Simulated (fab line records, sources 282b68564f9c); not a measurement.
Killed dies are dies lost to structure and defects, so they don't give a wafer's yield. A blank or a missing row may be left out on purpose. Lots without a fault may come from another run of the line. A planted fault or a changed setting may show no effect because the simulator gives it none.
A struck lot beside a sound one | flow rit_cmos | 17 steps out of a route of 202
Sound: wafers L255.1, L255.4, L255.6. Struck: wafers L264.1, L264.3, L264.6. The cause comes at the end.
At each step with rows: each side's tool, then ch and its chambers, then its first start. Under that, the readings that differ: sound wafers | struck wafers | difference of the means | sigmas: that difference in standard deviations of wafers without a fault.
alike: readings whose means differ by less than 2 such deviations, and words and numbers that are the same on both sides. not compared: withheld readings, readings that some wafer has no value for, bounds like >300 that may hide the same value, and numbers for which the record gives no deviation and whose values overlap.
The two part at a step that has a row with sigmas, a row that says differs or no value, or rows on one side only. Numbers that don't overlap but have no deviation are shown without sigmas and don't part them. A reading that every wafer of one side lacks parts them only if that side has two wafers or more.

RIT_NWELL_TW_MEAS_10:
  sound on film_metro-02, day 2 15:10; struck on film_metro-03, day 4 10:09
  reading  | sound          | struck         | difference | sigmas
  NWELL_TW | 2211 2199 2198 | 2156 2163 2147 | -47        | -2
then, 6 steps without rows for these wafers: RIT_PWELL_HMDS_00 (prime time 60 s); RIT_PWELL_COAT_01 (resist thk 1300 nm); RIT_PWELL_SOFTBAKE_02 (time 60 s); RIT_PWELL_EXPOSE_03 (exposes mask M3, target cd 43700 nm); RIT_PWELL_PEB_04; RIT_PWELL_DEVELOP_05 (develop time 68 s).
RIT_PWELL_OVL_MEAS_06:
  sound on overlay-02, day 2 16:11; struck on overlay-02, day 4 11:19
  alike: PWELL_OVL
then, 2 steps without rows for these wafers: RIT_PWELL_HARDBAKE_07 (time 120 s); RIT_PWELL_IMPLANT_08.
RIT_PWELL_STRIP_09: strips in O2, time 180 s.
  sound on plasma_asher-03 ch 0,1, day 2 16:37; struck on plasma_asher-01 ch 0, day 4 11:45
  alike: drypump_motor_current_A
  not compared: rf_hours_counter_h
RIT_PWELL_TW_MEAS_10:
  sound on film_metro-02, day 2 16:47; struck on film_metro-03, day 4 11:56
  reading  | sound       | struck      | difference | sigmas
  PWELL_TW | 967 972 970 | 951 949 957 | -17        | -2
RIT_WELLDRIVE_ANNEAL_00: time 14700 s.
  sound on furnace-02 ch 0, day 2 16:51; struck on furnace-03 ch 0, day 4 12:31
  reading                   | sound                | struck               | difference | sigmas
  spike_tc_centre_C (C)     | 1102.5 1102.8 1102.1 | 1124.8 1126.4 1125.6 | +23.1      | +23
  spike_tc_load_C (C)       | 1120.6 1120.8 1122.0 | 1149.6 1146.8 1149.1 | +27.4      | +9
  spike_tc_source_C (C)     | 1121.5 1120.6 1119.7 | 1144.6 1143.9 1145.4 | +24.0      | +15
  tube_center_temp_C (C)    | 1100.1 1099.9 1100   | 1121.9 1122.1 1122   | +22.0      | +99 or more
  tube_center_temp_C_max    | 1102.7 1102.1 1102.5 | 1124.7 1124.3 1124.6 | +22.1      | +46
  zone_power_source_pct (%) | 39.7 39.6 38.8       | 47.5 47.8 48.1       | +8.4       | +3
RIT_WELLDRIVE_RS_MEAS_01: measures by four-point-probe.
  sound on film_metro-04, day 2 21:56; struck on film_metro-02, day 4 17:37
  reading           | sound             | struck            | difference | sigmas
  NWELL_RS (ohm/sq) | 270.5 270.3 270.8 | 249.6 249.8 250.5 | -20.6      | -26
RIT_WELLDRIVE_RS_MEAS_02: measures by four-point-probe.
  sound on film_metro-04, day 2 22:04; struck on film_metro-02, day 4 17:44
  reading           | sound             | struck            | difference | sigmas
  PWELL_RS (ohm/sq) | 429.6 430.0 428.6 | 407.4 406.4 405.8 | -22.9      | -19
then, 1 step without rows for these wafers: RIT_NRETRO_HMDS_00 (prime time 60 s).
RIT_M1_PROBE_99:
  sound on prober-01, day 4 03:54; struck on prober-02, day 5 23:37
  reading                             | sound             | struck            | difference | sigmas
  model.etest.nwell_pinched.rs_ohm_sq | 329.3 326 334     | 291.9 295.6 290.9 | -37.0      |
  model.etest.pwell_pinched.rs_ohm_sq | 459.1 453 460.7   | 426.6 427.1 423   | -32.0      |
  model.etest.pwell.rs_ohm_sq         | 420.2 416.1 415.6 | 391.7 391.5 392.2 | -25.5      |
  model.etest.nmos_0p3.drive_ua_um    | 224.2 226.1 225.7 | 230.7 232.1 230.9 | +5.9       |
  alike: killed_at_M0_to_M3, killed_at_contacts, killed_at_front_end, killed_dies, killed_open, killed_short
  not compared: model.etest.pmos_0p3.r_on_ohm_um, model.etest.nmos_0p3.r_on_ohm_um, model.etest.nmos_narrow.drive_ua_um, model.etest.pmos_narrow.drive_ua_um

WHERE THEY PART
First at RIT_NWELL_TW_MEAS_10; last, within this record, at RIT_WELLDRIVE_RS_MEAS_02. Later steps at which nothing parts them and some readings are alike: RIT_M1_PROBE_99.

WHY: what the simulator had put in
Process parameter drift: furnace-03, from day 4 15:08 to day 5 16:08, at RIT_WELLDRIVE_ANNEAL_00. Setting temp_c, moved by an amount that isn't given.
